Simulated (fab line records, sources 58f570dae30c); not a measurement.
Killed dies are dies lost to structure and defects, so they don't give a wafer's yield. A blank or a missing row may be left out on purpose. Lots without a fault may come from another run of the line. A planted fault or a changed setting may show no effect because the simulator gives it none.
Which tool did it? | flow berkeley_cmos170 | 14 lots, 42 wafers sampled, at 5 steps of a route of 331

WHAT THE GAUGES READ, wafer by wafer
UCB170_SDANNEAL_RS_MEAS_03: measures by four-point-probe. Usual: NSD_RS 37.26 ohm/sq, standard deviation 0.08.
lot  | measured     | on            | NSD_RS (ohm/sq)   | flag
L650 | day 8 01:53  | film_metro-01 | 37.08 37.14 37.15 |
L651 | day 8 15:46  | film_metro-03 | 37.29 37.27 37.35 |
L652 | day 8 16:04  | film_metro-02 | 37.25 37.23 37.27 |
L655 | day 9 12:04  | film_metro-02 | 37.27 37.32 37.28 |
L654 | day 9 13:07  | film_metro-03 | 37.29 37.27 37.27 |
L658 | day 9 13:32  | film_metro-01 | 37.20 37.27 37.18 |
L657 | day 9 13:31  | film_metro-02 | 37.41 37.40 37.34 |
L659 | day 9 19:59  | film_metro-01 | 35.56 35.50 35.58 | OFF
L661 | day 10 09:14 | film_metro-03 | 35.76 35.71 35.70 | OFF
L666 | day 11 06:26 | film_metro-01 | 37.24 37.28 37.22 |
L667 | day 11 16:12 | film_metro-03 | 37.21 37.16 37.28 |
L668 | day 11 16:37 | film_metro-02 | 37.31 37.30 37.30 |
L670 | day 12 05:03 | film_metro-03 | 37.22 37.25 37.22 |
L673 | day 12 15:22 | film_metro-02 | 37.19 37.23 37.14 |

UCB170_V1_THK_MEAS_01. Usual: V1_TEOS_THK 2006 nm, standard deviation 26.
lot  | measured     | on            | V1_TEOS_THK (nm) | flag
L650 | day 8 11:35  | film_metro-03 | 2021 2054 2038   |
L651 | day 9 02:40  | film_metro-04 | 2012 2018 2020   |
L652 | day 9 04:00  | film_metro-04 | 2001 2038 2066   |
L655 | day 9 21:34  | film_metro-03 | 1949 1960 2005   |
L654 | day 10 00:14 | film_metro-03 | 2024 2014 2054   |
L658 | day 10 00:14 | film_metro-04 | 1972 2009 2001   |
L657 | day 10 01:34 | film_metro-03 | 1969 2000 2055   |
L659 | day 10 04:54 | film_metro-04 | 2016 2013 2043   |
L661 | day 10 18:32 | film_metro-01 | 1996 1994 2012   |
L666 | day 11 16:53 | film_metro-03 | 1954 1987 1997   |
L667 | day 12 03:01 | film_metro-01 | 1961 1999 1977   |
L668 | day 12 04:22 | film_metro-03 | 1971 2031 2064   |
L670 | day 12 17:01 | film_metro-01 | 1991 2031 2001   |
L673 | day 13 00:49 | film_metro-03 | 1981 1999 2033   |

WHICH TOOL RAN EACH LOT (tool, then ch and the chambers of the sampled wafers, then the start)
lot  | UCB170_NSD_IMPLANT_08           | UCB170_NSD_STRIP_09                  | UCB170_CONTACT_STRIP_19
L650 | implanter-02 ch 0, day 7 22:31  | plasma_asher-02 ch 0,1, day 7 22:39  | plasma_asher-02 ch 0,1, day 8 07:45
L651 | implanter-02 ch 0, day 8 14:19  | plasma_asher-02 ch 0,1, day 8 14:26  | plasma_asher-01 ch 0,1, day 8 22:19
L652 | implanter-03 ch 0, day 8 14:34  | plasma_asher-01 ch 0,1, day 8 14:42  | plasma_asher-01 ch 0,1, day 8 22:35
L655 | implanter-02 ch 0, day 9 09:54  | plasma_asher-03 ch 0,1, day 9 10:01  | plasma_asher-04 ch 0,1, day 9 16:59
L654 | implanter-04 ch 0, day 9 11:23  | plasma_asher-02 ch 0,1, day 9 11:31  | plasma_asher-02 ch 0,1, day 9 19:37
L658 | implanter-03 ch 0, day 9 11:37  | plasma_asher-01 ch 0,1, day 9 11:44  | plasma_asher-02 ch 0,1, day 9 20:06
L657 | implanter-02 ch 0, day 9 11:40  | plasma_asher-02 ch 0,1, day 9 11:47  | plasma_asher-01 ch 0,1, day 9 20:19
L659 | implanter-02 ch 0, day 9 18:13  | plasma_asher-02 ch 0,1, day 9 18:22  | plasma_asher-02 ch 0,1, day 10 00:52
L661 | implanter-02 ch 0, day 10 07:37 | plasma_asher-03 ch 0,1, day 10 07:44 | plasma_asher-01 ch 0,1, day 10 14:14
L666 | implanter-04 ch 0, day 11 04:26 | plasma_asher-03 ch 0,1, day 11 04:34 | plasma_asher-01 ch 0,1, day 11 11:18
L667 | implanter-04 ch 0, day 11 14:43 | plasma_asher-01 ch 0,1, day 11 14:52 | plasma_asher-01 ch 0,1, day 11 21:38
L668 | implanter-03 ch 0, day 11 15:00 | plasma_asher-02 ch 0,1, day 11 15:08 | plasma_asher-02 ch 0,1, day 11 22:26
L670 | implanter-03 ch 0, day 12 03:04 | plasma_asher-01 ch 0,1, day 12 03:13 | plasma_asher-01 ch 0,1, day 12 12:17
L673 | implanter-04 ch 0, day 12 13:05 | plasma_asher-02 ch 0,1, day 12 13:14 | plasma_asher-04 ch 0,1, day 12 21:09
- UCB170_NSD_IMPLANT_08
- UCB170_NSD_STRIP_09: strips in O2.
- UCB170_CONTACT_STRIP_19: strips in O2.

WHAT THE TOOLS THEMSELVES READ (means of the sampled wafers that have a number; where no wafer has one, the mark that the record gives instead)
UCB170_NSD_IMPLANT_08. Usual: dose_ions_cm2 3e+15, standard deviation 3.5e+12; faraday_current_uA 9221, standard deviation 180.
lot  | tool         | dose_ions_cm2 | faraday_current_uA | flag
L650 | implanter-02 | 3e+15         | 9176               |
L651 | implanter-02 | 3e+15         | 9404               |
L652 | implanter-03 | 3e+15         | 9317               |
L655 | implanter-02 | 3e+15         | 8978               |
L654 | implanter-04 | 3e+15         | 9188               |
L658 | implanter-03 | 3e+15         | 9208               |
L657 | implanter-02 | 3e+15         | 9119               |
L659 | implanter-02 | 3e+15         | 10253              | OFF
L661 | implanter-02 | 3e+15         | 10181              | OFF
L666 | implanter-04 | 3e+15         | 9353               |
L667 | implanter-04 | 3e+15         | 9191               |
L668 | implanter-03 | 3e+15         | 9342               |
L670 | implanter-03 | 3e+15         | 9286               |
L673 | implanter-04 | 3e+15         | 9236               |

UCB170_NSD_STRIP_09. Usual: drypump_motor_current_A 5.9 A, standard deviation 0.43; oes_product_au 0.534 a.u., standard deviation 0.0044; strip_time_to_endpoint_s 35.80 s, standard deviation 0.075.
lot  | tool            | drypump_motor_current_A (A) | oes_product_au (a.u.) | strip_time_to_endpoint_s (s) | flag
L650 | plasma_asher-02 | 6.1                         | 0.539                 | 35.94                        |
L651 | plasma_asher-02 | 6.1                         | 0.534                 | 35.81                        |
L652 | plasma_asher-01 | 5.7                         | 0.534                 | 35.86                        |
L655 | plasma_asher-03 | 5.4                         | 0.533                 | 35.72                        |
L654 | plasma_asher-02 | 6.2                         | 0.534                 | 35.83                        |
L658 | plasma_asher-01 | 6.1                         | 0.537                 | 35.90                        |
L657 | plasma_asher-02 | 6.1                         | 0.533                 | 35.78                        |
L659 | plasma_asher-02 | 6.1                         | 0.524                 | 36.80                        | OFF
L661 | plasma_asher-03 | 5.5                         | 0.524                 | 36.83                        | OFF
L666 | plasma_asher-03 | 5.5                         | 0.535                 | 35.71                        |
L667 | plasma_asher-01 | 6.1                         | 0.534                 | 35.78                        |
L668 | plasma_asher-02 | 6.1                         | 0.534                 | 35.79                        |
L670 | plasma_asher-01 | 6.1                         | 0.533                 | 35.79                        |
L673 | plasma_asher-02 | 6.2                         | 0.533                 | 35.89                        |

UCB170_CONTACT_STRIP_19. Usual: drypump_motor_current_A 6.1 A, standard deviation 0.42; oes_product_au 0.725 a.u., standard deviation 0.0042.
lot  | tool            | drypump_motor_current_A (A) | oes_product_au (a.u.) | flag
L650 | plasma_asher-02 | 6.1                         | 0.731                 |
L651 | plasma_asher-01 | 5.7                         | 0.724                 |
L652 | plasma_asher-01 | 5.7                         | 0.725                 |
L655 | plasma_asher-04 | 6.3                         | 0.723                 |
L654 | plasma_asher-02 | 6.1                         | 0.725                 |
L658 | plasma_asher-02 | 6.2                         | 0.729                 |
L657 | plasma_asher-01 | 5.7                         | 0.725                 |
L659 | plasma_asher-02 | 6.1                         | 0.725                 |
L661 | plasma_asher-01 | 5.7                         | 0.730                 |
L666 | plasma_asher-01 | 5.7                         | 0.727                 |
L667 | plasma_asher-01 | 6.1                         | 0.727                 |
L668 | plasma_asher-02 | 6.1                         | 0.727                 |
L670 | plasma_asher-01 | 6.1                         | 0.723                 |
L673 | plasma_asher-04 | 6.3                         | 0.726                 |

THE ANSWER, worked out from the rows above alone
Rule: a lot is off if the mean of its wafers that have a number lies more than 3 standard deviations from the usual mean. A lot without any number at a reading at which 4 lots or more have one is off too. The other lots that the step has rows for count as sound. The gauges are gone through in route order, then the tools' own readings, and for those a lot's mean is taken as printed above. The first step at which some lot is off is used, and at that step the reading that is off furthest; a lot without a number counts as furthest.
Off: L659, L661, at UCB170_SDANNEAL_RS_MEAS_03 (NSD_RS).
A tool fits if, at a process step before that reading, it ran every lot that is off, and no sound lot after the first of them. The gauges at UCB170_SDANNEAL_RS_MEAS_03 aren't tried: what is off there is off at UCB170_NSD_IMPLANT_08 too, on other tools, and a gauge's error can't cause that. One fits: implanter-02 at UCB170_NSD_IMPLANT_08. Its last sound lot is L657 (day 9 11:40), its first lot that is off L659 (day 9 18:13): a fault that began between those two fits.
The tool's own readings at UCB170_NSD_IMPLANT_08 bear it out: on the lots that are off they differ by more than 5 times the standard deviation of the sound lots' means. faraday_current_uA reads 10217 there against 9233 on the sound lots.

WHAT THE SIMULATOR HAD PUT IN
Process parameter drift: implanter-02, from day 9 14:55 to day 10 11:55, at UCB170_NSD_IMPLANT_08. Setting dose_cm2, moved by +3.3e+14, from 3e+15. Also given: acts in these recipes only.
Lots struck among those shown: L659, L661. The rule above found the same.
